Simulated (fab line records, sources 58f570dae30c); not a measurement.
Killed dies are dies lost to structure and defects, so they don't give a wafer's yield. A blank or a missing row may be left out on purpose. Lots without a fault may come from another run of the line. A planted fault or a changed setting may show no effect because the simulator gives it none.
fab line records | flow berkeley_cmos170
record lots=5 wafers=15 last_day=13
route steps=331 shown M2@284 V2@292 M3@309
lots that met no fault: from a run of the same line without faults
start_h: hours from the record's first day to the start of the lot's first wafer shown | wait_h: hours since the lot's step before | " the same as in the row above | L1.1+2: a row that stands for several wafers | - no value, or no start given | * or withheld: withheld | < > ~ a bound
route shown NAME@n: a module of which the file shows steps, and the number in the route of the first | usual: mean/standard deviation of fault-free wafers | same: alike in all rows | chamber/n: place in a boat | sites: the reading at each site | _std_site: their standard deviation | _edge_site: outer sites' mean less inner sites' | radius_mm: how far each site lies from the wafer's centre | mask NAME#n: copy n | behind: the tool/chamber that last shaped the wafer | hold: why the lot was held/for how many hours/how that ended | device: the transistor (n, p or np) that didn't switch | end of line: the same wafers' tests at the end of the route | a step without rows: its recipe alone | killed: dies lost to structure and defects at the first sort, not the wafer's yield | map: a wafer's dies, x killed, . not, _ none there
set.NAME: the setting as run; set.NAME@STEP: as run at that earlier step | model.NAME: the simulator's own value behind a step, which no gauge read
lots at some steps of the route; a table a step, a row a wafer
services: from which hour (start_h, from the record's first day; less than 0 if before it) a tool's chamber was out of use, for how many hours, and why
## steps
# step UCB170_M2_PEB_13
# recipe peb_temp_c=130 peb_time_s=withheld resist=KrF
# columns lot.wafer tool chamber start_h wait_h
L084.1+5+6 litho_track-01 0 235.20 0.9
L085.1+5+6 litho_track-03 0 242.07 0.1
L091.1+4+6 litho_track-02 0 271.38 0.1
L092.1+2+6 litho_track-01 0 281.01 0.1
L097.1+4+5 litho_track-02 0 299.51 0.4
# step UCB170_M2_DEVELOP_14
# recipe developer=TMAH develop_time_s=45 resist=KrF dev_temp_c=21
# columns lot.wafer tool chamber start_h wait_h
L084.1+5+6 litho_track-01 0 - -
L085.1+5+6 litho_track-03 0 - -
L091.1+4+6 litho_track-02 0 - -
L092.1+2+6 litho_track-01 0 - -
L097.1+4+5 litho_track-02 0 - -
# step UCB170_M2_CD_MEAS_15
# recipe target_cd_nm=700
# usual cd_nm=700.0/1.4
# columns lot.wafer tool chamber start_h wait_h cd_nm
L084.1 cd_sem-02 - 235.47 - 700.0
L084.5 " - " " 699.4
L084.6 " - " " 699.9
L085.1 cd_sem-02 - 242.35 - 700.1
L085.5 " - " " 700.4
L085.6 " - " " 701.3
L091.1 cd_sem-02 - 271.65 - 699.6
L091.4 " - " " 700.3
L091.6 " - " " 699.3
L092.1 cd_sem-01 - 281.28 - 701.8
L092.2 " - " " 701.2
L092.6 " - " " 702.3
L097.1 cd_sem-02 - 299.79 - 699.5
L097.4 " - " " 698.9
L097.5 " - " " 698.8
# step UCB170_M2_OVL_MEAS_16
# usual M2_OVL=4/4.8
# columns lot.wafer tool chamber start_h wait_h M2_OVL[nm]
L084.1 overlay-02 - 235.59 0.1 6
L084.5 " - " " 3
L084.6 " - " " 8
L085.1 overlay-02 - 242.47 0.1 12
L085.5 " - " " 6
L085.6 " - " " 4
L091.1 overlay-01 - 271.77 0.1 1
L091.4 " - " " 4
L091.6 " - " " 8
L092.1 overlay-02 - 281.40 0.1 13
L092.2 " - " " 4
L092.6 " - " " 5
L097.1 overlay-01 - 299.91 0.1 4
L097.4 " - " " 5
L097.5 " - " " 6
# step UCB170_M2_ETCH_17
# recipe chemistry=N2/H2 target_depth_a=withheld overetch_a=withheld target=BARC time_s=withheld source_w=500 bias_w=100 pressure_mtorr=30 n2_flow_sccm=100 h2_flow_sccm=200
# usual drypump_motor_current_A=5.7/0.35 oes_product_au=1.003/0.015 throttle_valve_pct=13.25/0.27
# columns lot.wafer tool chamber start_h wait_h drypump_motor_current_A oes_product_au throttle_valve_pct
L084.1 rie_diel-03 3 235.63 0.0 6.1 1.014 13.24
L084.5 " 2 " " 6.1 1.005 13.59
L084.6 " 1 " " 5.4 0.999 13.76
L085.1 rie_diel-02 1 242.51 0.0 5.4 1.019 13.08
L085.5 " 2 " " 5.3 1.022 12.93
L085.6 " 3 " " 6.1 0.990 13.29
L091.1 rie_diel-04 1 271.81 0.0 5.2 0.993 13.38
L091.4 " 0 " " 5.6 0.993 13.02
L091.6 " 1 " " 5.2 0.989 13.38
L092.1 rie_diel-03 1 281.44 0.0 5.5 0.996 13.75
L092.2 " 0 " " 5.5 0.975 13.13
L092.6 " 1 " " 5.5 1.002 13.76
L097.1 rie_diel-03 3 299.94 0.0 6.1 1.011 13.23
L097.4 " 0 " " 5.5 0.983 13.14
L097.5 " 3 " " 6.1 1.005 13.22
# step UCB170_M2_METAL_ETCH_18
# recipe chemistry=Cl2/BCl3 target=Al stop_on=SiO2 pressure_mtorr=12 target_depth_a=11700 over_etch_frac=0.3 time_s=195 icp_w=600 bias_w=120 Cl2_flow_sccm=90 bcl3_flow_sccm=45
# usual bcl3_flow_sccm=45.00/0.16 drypump_motor_current_A=5.85/0.24 oes_product_au=0.851/0.013 throttle_valve_pct=24.60/0.21
# columns lot.wafer tool chamber start_h wait_h bcl3_flow_sccm drypump_motor_current_A oes_product_au rf_hours_counter_h throttle_valve_pct
L084.1 rie_metal-02 1 235.67 - 45.03 6.16 0.854 12 24.71
L084.5 " 0 " " 45.06 5.82 0.858 - 24.43
L084.6 " 1 " " 44.92 6.18 0.849 - 24.72
L085.1 rie_metal-02 1 242.55 - 44.66 6.17 0.845 12 24.73
L085.5 " 0 " " 44.85 5.79 0.856 - 24.44
L085.6 " 1 " " 44.72 6.15 0.844 - 24.72
L091.1 rie_metal-02 1 271.85 - 45.18 6.16 0.835 13 24.72
L091.4 " 1 " " 44.96 6.21 0.836 - 24.73
L091.6 " 1 " " 45.12 6.20 0.832 - 24.74
L092.1 rie_metal-03 1 281.48 - 44.97 5.93 0.838 1 24.18
L092.2 " 0 " " 45.13 5.50 0.847 2 24.91
L092.6 " 1 " " 45.27 5.94 0.826 - 24.20
L097.1 rie_metal-04 0 299.99 - 44.97 5.62 0.847 8 24.73
L097.4 " 1 " " 44.91 5.68 0.870 - 24.42
L097.5 " 1 " " 44.74 5.67 0.871 - 24.44
# step UCB170_M2_STRIP_19
# recipe chemistry=O2 power_w=400 pressure_mtorr=3500 platen_temp_c=withheld o2_flow_sccm=400 overash_fraction=0.5
# usual drypump_motor_current_A=5.69/0.09 oes_product_au=0.544/0.017
# columns lot.wafer tool chamber start_h wait_h drypump_motor_current_A oes_product_au rf_hours_counter_h
L084.1 plasma_asher-03 0 235.86 0.1 5.51 0.531 50
L084.5 " 0 " " 5.53 0.542 -
L084.6 " 1 " " 5.69 0.533 -
L085.1 plasma_asher-03 1 242.74 0.1 5.62 0.532 51
L085.5 " 0 " " 5.57 0.557 -
L085.6 " 1 " " 5.67 0.535 -
L091.1 plasma_asher-04 1 272.23 0.3 5.71 0.541 50
L091.4 " 1 " " 5.69 0.536 -
L091.6 " 0 " " 5.81 0.541 -
L092.1 plasma_asher-04 1 281.67 0.1 5.70 0.584 50
L092.2 " 0 " " 5.80 0.529 50
L092.6 " 0 " " 5.80 0.587 -
L097.1 plasma_asher-04 0 300.17 0.1 5.82 0.526 52
L097.4 " 0 " " 5.80 0.542 -
L097.5 " 0 " " 5.78 0.539 -
# step UCB170_M2_CD_MEAS_90
# recipe target_cd_nm=700
# usual cd_nm=701/4.8
# columns lot.wafer tool chamber start_h wait_h cd_nm
L084.1 cd_sem-01 - 235.96 0.1 696
L084.5 " - " " 695
L084.6 " - " " 695
L085.1 cd_sem-01 - 242.84 0.1 693
L085.5 " - " " 700
L085.6 " - " " 696
L091.1 cd_sem-01 - 272.33 0.1 698
L091.4 " - " " 695
L091.6 " - " " 697
L092.1 cd_sem-02 - 281.77 0.1 694
L092.2 " - " " 699
L092.6 " - " " 698
L097.1 cd_sem-01 - 300.27 0.1 699
L097.4 " - " " 700
L097.5 " - " " 701
# step UCB170_V2_CVD_00
# recipe material=SiO2 target_thk_nm=2000 temp_c=390 precursor=TEOS/O2 time_s=250 rf_w=550 pressure_mtorr=9000
# usual heater_power_w=246/56 pressure_mtorr=8998/18
# columns lot.wafer tool chamber start_h wait_h heater_power_w pressure_mtorr
L084.1 pecvd-02 0 236.08 0.1 304 9016
L084.5 " 0 " " 240 9013
L084.6 " 1 " " 155 9016
L085.1 pecvd-01 1 242.96 0.1 241 8984
L085.5 " 0 " " 356 9001
L085.6 " 1 " " 173 9000
L091.1 pecvd-02 0 272.45 0.1 327 9006
L091.4 " 0 " " 242 9014
L091.6 " 1 " " 164 9062
L092.1 pecvd-02 0 281.89 0.1 331 8988
L092.2 " 2 " " 243 8987
L092.6 " 1 " " 167 8994
L097.1 pecvd-04 2 300.39 0.1 173 8995
L097.4 " 2 " " 223 9022
L097.5 " 0 " " 289 9014
# step UCB170_V2_THK_MEAS_01
# recipe reads=SiO2_of_V2_CVD_00
# usual V2_TEOS_THK=1994/25
# columns lot.wafer tool chamber start_h wait_h V2_TEOS_THK[nm]
L084.1 film_metro-01 - 236.23 0.1 1964
L084.5 " - " " 1983
L084.6 " - " " 1971
L085.1 film_metro-02 - 243.11 0.1 1973
L085.5 " - " " 1997
L085.6 " - " " 1989
L091.1 film_metro-03 - 272.60 0.1 1977
L091.4 " - " " 2001
L091.6 " - " " 2049
L092.1 film_metro-01 - 282.04 0.1 1992
L092.2 " - " " 1968
L092.6 " - " " 2039
L097.1 film_metro-02 - 300.55 0.1 1947
L097.4 " - " " 1971
L097.5 " - " " 2007
# step UCB170_V2_CMP_02
# recipe material=SiO2 down_force_psi=6 platen_rpm=60 pad_velocity_m_s=0.75398
# usual motor_current_A=16.1/1.1 slurry_filter_dp_kPa=13.53/0.13
# columns lot.wafer tool chamber start_h wait_h motor_current_A slurry_filter_dp_kPa
L084.1 cmp-02 0 236.34 0.1 17.8 13.49
L084.6 " 3 " " 14.7 13.60
L084.5 " 0 " " 16.8 13.40
L085.1 cmp-02 3 243.32 0.2 14.7 13.62
L085.6 " 0 " " 17.7 13.73
L085.5 " 1 " " 16.7 13.67
L091.1 cmp-01 2 272.71 0.1 17.4 13.53
L091.4 " 0 " " 16.3 13.60
L091.6 " 2 " " 17.3 13.53
L092.1 cmp-02 2 282.20 0.1 15.7 13.59
L092.2 " 3 " " 14.0 13.70
L092.6 " 1 " " 17.8 13.39
L097.4 cmp-01 0 300.66 0.1 14.8 13.56
L097.1 " 2 " " 16.5 13.75
L097.5 " 0 " " 16.1 13.51
# step UCB170_V2_BOW_MEAS_03
# recipe mode=bow
# usual V2_BOW=36/7.7
# columns lot.wafer tool chamber start_h wait_h V2_BOW[um]
L084.1 film_metro-02 - 236.59 0.2 35
L084.5 " - " " 23
L084.6 " - " " 37
L085.1 film_metro-03 - 243.47 0.1 40
L085.5 " - " " 33
L085.6 " - " " 41
L091.1 film_metro-03 - 272.96 0.2 47
L091.4 " - " " 44
L091.6 " - " " 46
L092.1 film_metro-01 - 282.40 0.1 49
L092.2 " - " " 39
L092.6 " - " " 39
L097.1 film_metro-03 - 300.91 0.1 38
L097.4 " - " " 37
L097.5 " - " " 38
# step UCB170_V2_THK_MEAS_04
# recipe reads=SiO2_of_V2_CVD_00
# usual V2_POLISHED_THK=998.8/1.7
# columns lot.wafer tool chamber start_h wait_h V2_POLISHED_THK[nm]
L084.1 film_metro-02 - 236.71 0.1 1001.5
L084.5 " - " " 1001.7
L084.6 " - " " 999.7
L085.1 film_metro-03 - 243.59 0.1 999.5
L085.5 " - " " 1001.2
L085.6 " - " " 1002.1
L091.1 film_metro-03 - 273.08 0.1 998.6
L091.4 " - " " 997.2
L091.6 " - " " 998.1
L092.1 film_metro-01 - 282.52 0.1 996.4
L092.2 " - " " 999.9
L092.6 " - " " 999.9
L097.1 film_metro-03 - 301.03 0.1 997.0
L097.4 " - " " 996.5
L097.5 " - " " 999.0
# step UCB170_V2_CLEAN_05
# recipe chemistry=DIW
# columns lot.wafer tool chamber start_h wait_h
L084.1+5+6 wet_bench-04 1 236.90 0.2
L085.1+5+6 wet_bench-04 0 243.65 0.1
L091.1+4+6 wet_bench-01 0 273.14 0.1
L092.1+2+6 wet_bench-01 2 282.58 0.1
L097.1+4+5 wet_bench-04 2 301.11 0.1
# step UCB170_V2_HMDS_06
# recipe prime_time_s=60 prime_temp_c=100
# columns lot.wafer tool chamber start_h wait_h
L084.1+5+6 litho_track-04 0 237.07 0.0
L085.1+5+6 litho_track-01 0 243.93 0.1
L091.1+4+6 litho_track-01 0 273.33 0.0
L092.1+2+6 litho_track-01 0 282.76 0.0
L097.1+4+5 litho_track-03 0 301.32 0.0
# step UCB170_V2_COAT_07
# recipe resist=KrF spin_rpm=1500 resist_thk_nm=900
# usual dispense_pressure_kPa=51.8/2.2
# columns lot.wafer tool chamber start_h wait_h dispense_pressure_kPa
L084.1 litho_track-04 0 237.22 0.1 51.3
L084.5 " 0 " " 51.2
L084.6 " 0 " " 51.2
L085.1 litho_track-01 0 244.08 0.1 55.1
L085.5 " 0 " " 55.1
L085.6 " 0 " " 55.1
L091.1 litho_track-01 0 273.48 0.1 55.1
L091.4 " 0 " " 55.1
L091.6 " 0 " " 55.1
L092.1 litho_track-01 0 282.91 0.1 55.1
L092.2 " 0 " " 55.1
L092.6 " 0 " " 55.1
L097.1 litho_track-03 0 301.47 0.1 49.9
L097.4 " 0 " " 49.8
L097.5 " 0 " " 49.8
# step UCB170_V2_SOFTBAKE_08
# recipe resist=KrF temp_c=130 time_s=60
# columns lot.wafer tool chamber start_h wait_h
L084.1+5+6 litho_track-04 0 237.37 0.1
L085.1+5+6 litho_track-01 0 244.23 0.1
L091.1+4+6 litho_track-01 0 273.63 0.1
L092.1+2+6 litho_track-01 0 283.06 0.1
L097.1+4+5 litho_track-03 0 301.62 0.1
# step UCB170_V2_EXPOSE_09
# recipe mask_id=VIA2 target_cd_nm=700 na=0.5 sigma_outer=0.6 source_shape=conventional dose_mj=37
# same sigma_outer=0.6
# columns lot.wafer tool chamber start_h wait_h mask
L084.1+5+6 krf_scanner-01 0 237.52 0.1 VIA2#0
L085.1+5+6 krf_scanner-01 0 244.38 0.1 VIA2#0
L091.1+4+6 krf_scanner-01 0 273.87 0.2 VIA2#0
L092.1+2+6 krf_scanner-01 0 283.21 0.1 VIA2#0
L097.1+4+5 krf_scanner-02 0 301.89 0.2 VIA2#0
# step UCB170_V2_PEB_10
# recipe peb_temp_c=130 peb_time_s=withheld resist=KrF
# columns lot.wafer tool chamber start_h wait_h
L084.1+5+6 litho_track-04 0 237.64 0.1
L085.1+5+6 litho_track-03 0 244.50 0.1
L091.1+4+6 litho_track-03 0 273.98 0.1
L092.1+2+6 litho_track-01 0 283.33 0.1
L097.1+4+5 litho_track-01 0 302.01 0.1
# step UCB170_V2_DEVELOP_11
# recipe developer=TMAH develop_time_s=45 resist=KrF dev_temp_c=21
# columns lot.wafer tool chamber start_h wait_h
L084.1+5+6 litho_track-04 0 - -
L085.1+5+6 litho_track-03 0 - -
L091.1+4+6 litho_track-03 0 - -
L092.1+2+6 litho_track-01 0 - -
L097.1+4+5 litho_track-01 0 - -
# step UCB170_V2_CD_MEAS_12
# recipe target_cd_nm=700
# usual cd_nm=699.8/1.4
# columns lot.wafer tool chamber start_h wait_h cd_nm
L084.1 cd_sem-01 - 237.91 - 699.4
L084.5 " - " " 701.2
L084.6 " - " " 699.1
L085.1 cd_sem-01 - 244.77 - 696.1
L085.5 " - " " 695.3
L085.6 " - " " 695.3
L091.1 cd_sem-02 - 274.26 - 699.5
L091.4 " - " " 699.0
L091.6 " - " " 699.0
L092.1 cd_sem-01 - 283.60 - 699.3
L092.2 " - " " 700.7
L092.6 " - " " 699.4
L097.1 cd_sem-01 - 302.28 - 699.7
L097.4 " - " " 698.9
L097.5 " - " " 700.0
# step UCB170_V2_OVL_MEAS_13
# usual V2_OVL=1/5.2
# columns lot.wafer tool chamber start_h wait_h V2_OVL[nm]
L084.1 overlay-01 - 238.03 0.1 1
L084.5 " - " " -8
L084.6 " - " " 4
L085.1 overlay-02 - 244.89 0.1 -4
L085.5 " - " " -3
L085.6 " - " " -1
L091.1 overlay-01 - 274.38 0.1 -10
L091.4 " - " " 4
L091.6 " - " " 1
L092.1 overlay-01 - 283.72 0.1 -1
L092.2 " - " " -1
L092.6 " - " " 1
L097.1 overlay-02 - 302.40 0.1 0
L097.4 " - " " -3
L097.5 " - " " -2
# step UCB170_V2_ETCH_14
# recipe chemistry=CHF3/CF4/Ar target=SiO2 stop_on=Al CHF3_flow_sccm=45 cf4_flow_sccm=15 Ar_flow_sccm=150 pressure_mtorr=200 rf_w=700 target_depth_a=12500 over_etch_frac=0.25 time_s=291
# usual CHF3_flow_sccm=45.00/0.13 drypump_motor_current_A=5.5/0.36 oes_product_au=0.873/0.014 throttle_valve_pct=6.88/0.11
# columns lot.wafer tool chamber start_h wait_h CHF3_flow_sccm drypump_motor_current_A oes_product_au rf_hours_counter_h throttle_valve_pct
L084.1 rie_diel-04 2 238.07 0.0 44.88 5.9 0.871 9 6.74
L084.5 " 2 " " 44.95 5.9 0.878 - 6.75
L084.6 " 1 " " 44.91 5.2 0.879 - 6.92
L085.1 rie_diel-02 0 244.93 0.0 44.91 5.3 0.869 126 6.81
L085.5 " 1 " " 45.12 5.3 0.899 - 6.75
L085.6 " 2 " " 44.99 5.3 0.877 - 6.84
L091.1 rie_diel-04 0 274.42 0.0 45.04 5.6 0.882 60 6.75
L091.4 " 1 " " 44.82 5.2 0.881 - 6.93
L091.6 " 0 " " 44.94 5.6 0.875 - 6.75
L092.1 rie_diel-02 3 283.76 0.0 45.00 6.1 0.846 2 6.87
L092.2 " 1 " " 44.94 5.3 0.899 23 6.76
L092.6 " 1 " " 44.94 5.3 0.898 - 6.76
L097.1 rie_diel-04 3 302.44 0.0 45.18 5.7 0.864 1 6.99
L097.4 " 1 " " 44.81 5.2 0.880 23 6.94
L097.5 " 3 " " 45.09 5.8 0.865 - 6.98
# step UCB170_V2_STRIP_15
# recipe chemistry=O2 power_w=400 pressure_mtorr=3500 platen_temp_c=withheld o2_flow_sccm=400 overash_fraction=0.5
# usual drypump_motor_current_A=5.60/0.2 oes_product_au=0.722/0.0043 strip_time_to_endpoint_s=15.30/0.12
# columns lot.wafer tool chamber start_h wait_h drypump_motor_current_A oes_product_au rf_hours_counter_h strip_time_to_endpoint_s
L084.1 plasma_asher-03 0 238.25 0.1 5.53 0.724 50 15.17
L084.5 " 1 " " 5.66 0.728 - 15.17
L084.6 " 0 " " 5.55 0.730 - 15.38
L085.1 plasma_asher-02 1 245.11 0.1 5.63 0.722 15 15.32
L085.5 " 0 " " 5.10 0.726 - 15.21
L085.6 " 1 " " 5.63 0.720 - 15.16
L091.1 plasma_asher-03 0 274.59 0.1 5.52 0.729 54 15.40
L091.4 " 1 " " 5.67 0.718 - 15.61
L091.6 " 0 " " 5.51 0.719 - 15.36
L092.1 plasma_asher-03 0 283.94 0.1 5.53 0.724 55 15.36
L092.2 " 1 " " 5.66 0.722 55 15.29
L092.6 " 0 " " 5.53 0.722 - 15.26
L097.1 plasma_asher-03 0 302.62 0.1 5.50 0.720 56 15.39
L097.4 " 1 " " 5.66 0.726 - 15.44
L097.5 " 1 " " 5.65 0.726 - 15.40
# step UCB170_V2_CD_MEAS_90
# recipe target_cd_nm=700
# usual cd_nm=699.5/1.6
# columns lot.wafer tool chamber start_h wait_h cd_nm
L084.1 cd_sem-01 - 238.35 0.1 700.2
L084.5 " - " " 701.6
L084.6 " - " " 698.0
L085.1 cd_sem-02 - 245.21 0.1 695.1
L085.5 " - " " 695.1
L085.6 " - " " 695.8
L091.1 cd_sem-02 - 274.69 0.1 698.8
L091.4 " - " " 697.8
L091.6 " - " " 698.0
L092.1 cd_sem-01 - 284.04 0.1 699.9
L092.2 " - " " 701.3
L092.6 " - " " 700.5
L097.1 cd_sem-02 - 302.72 0.1 699.8
L097.4 " - " " 697.7
L097.5 " - " " 700.3
# step UCB170_M3_PRE_CLEAN_00
# recipe gas=Ar preclean_etch_time_s=60
# columns lot.wafer tool chamber start_h wait_h
L084.1+5+6 pvd_sputter-02 - 238.47 0.1
L085.1+5+6 pvd_sputter-03 - 245.33 0.1
L091.1+4+6 pvd_sputter-02 - 274.81 0.1
L092.1+2+6 pvd_sputter-02 - 284.16 0.1
L097.1+4+5 pvd_sputter-02 - 302.84 0.1
# step UCB170_M3_SPUTTER_01
# recipe material=Al target_thk_nm=900 time_s=120 power_w=6000 chamber_pressure_pa=0.5
# usual cathode_dc_power_W=6000.1/1 throttle_valve_pct=30.2/0.96
# columns lot.wafer tool chamber start_h wait_h cathode_dc_power_W throttle_valve_pct
L084.1 pvd_sputter-02 - 238.54 0.0 5999.3 31.9
L084.5 " - " " 6000.4 29.0
L084.6 " - " " 6001.3 31.5
L085.1 pvd_sputter-03 - 245.39 0.0 5999.5 29.1
L085.5 " - " " 6001.6 30.1
L085.6 " - " " 5999.8 29.1
L091.1 pvd_sputter-02 - 274.88 0.0 6001.2 31.3
L091.4 " - " " 6001.1 29.1
L091.6 " - " " 6000.3 28.8
L092.1 pvd_sputter-02 - 284.22 0.0 6000.7 31.4
L092.2 " - " " 6000.7 29.1
L092.6 " - " " 6000.4 30.9
L097.1 pvd_sputter-02 - 302.90 0.0 6001.7 31.3
L097.4 " - " " 5999.9 31.8
L097.5 " - " " 6000.5 31.4
# step UCB170_M3_RS_MEAS_02
# recipe thk_meas_gauge=four-point-probe reads=Al_of_M3_SPUTTER_01
# usual M3_AL_RS=0.0323/0.00035
# columns lot.wafer tool chamber start_h wait_h M3_AL_RS[ohm/sq]
L084.1 film_metro-02 - 238.62 0.0 0.0321
L084.5 " - " " 0.0326
L084.6 " - " " 0.0321
L085.1 film_metro-03 - 245.48 0.0 0.0323
L085.5 " - " " 0.0321
L085.6 " - " " 0.0327
L091.1 film_metro-03 - 274.96 0.0 0.0321
L091.4 " - " " 0.0327
L091.6 " - " " 0.0326
L092.1 film_metro-02 - 284.31 0.0 0.0323
L092.2 " - " " 0.0325
L092.6 " - " " 0.0324
L097.1 film_metro-04 - 302.99 0.0 0.0322
L097.4 " - " " 0.0320
L097.5 " - " " 0.0323
# step UCB170_M3_THK_MEAS_03
# recipe thk_meas_gauge=xrf reads=Al_of_M3_SPUTTER_01
# usual M3_AL_THK=902/11
# columns lot.wafer tool chamber start_h wait_h M3_AL_THK[nm]
L084.1 film_metro-02 - 238.74 0.1 897
L084.5 " - " " 887
L084.6 " - " " 896
L085.1 film_metro-03 - 245.60 0.1 912
L085.5 " - " " 915
L085.6 " - " " 896
L091.1 film_metro-03 - 275.08 0.1 904
L091.4 " - " " 891
L091.6 " - " " 896
L092.1 film_metro-02 - 284.43 0.1 896
L092.2 " - " " 892
L092.6 " - " " 899
L097.1 film_metro-04 - 303.11 0.1 915
L097.4 " - " " 924
L097.5 " - " " 908
## services
# columns tool chamber start_h hours kind
rie_metal-04 - 217.01 2.8 pm
pecvd-04 - 224.10 27.3 repair
rie_diel-02 2 228.24 1.5 repair
cmp-02 - 232.00 4.0 pm
cmp-02 - 236.00 - consumable_replace:conditioner
cmp-02 - 236.00 - consumable_replace:pad
pecvd-02 - 242.50 14.0 pm
pecvd-02 0 242.50 14.0 vent_cycle
krf_scanner-01 0 245.90 - calibration
krf_scanner-01 - 251.55 4.0 pm
rie_diel-04 3 254.54 - clean
rie_diel-04 3 254.54 21.8 scheduled_down
rie_diel-04 3 254.54 21.8 vent_cycle
pecvd-04 - 257.81 5.5 pm
rie_metal-02 0 257.95 14.9 repair
krf_scanner-01 - 261.85 1.0 pm
rie_metal-03 - 267.10 14.2 repair
krf_scanner-02 - 270.12 4.0 pm
rie_diel-02 - 274.07 1.0 repair
rie_metal-04 1 278.57 3.4 repair
krf_scanner-02 - 288.31 1.0 pm
rie_diel-03 3 294.54 3.3 repair
rie_metal-02 0 294.60 8.0 repair
krf_scanner-02 - 297.69 3.2 repair
## key
fault none
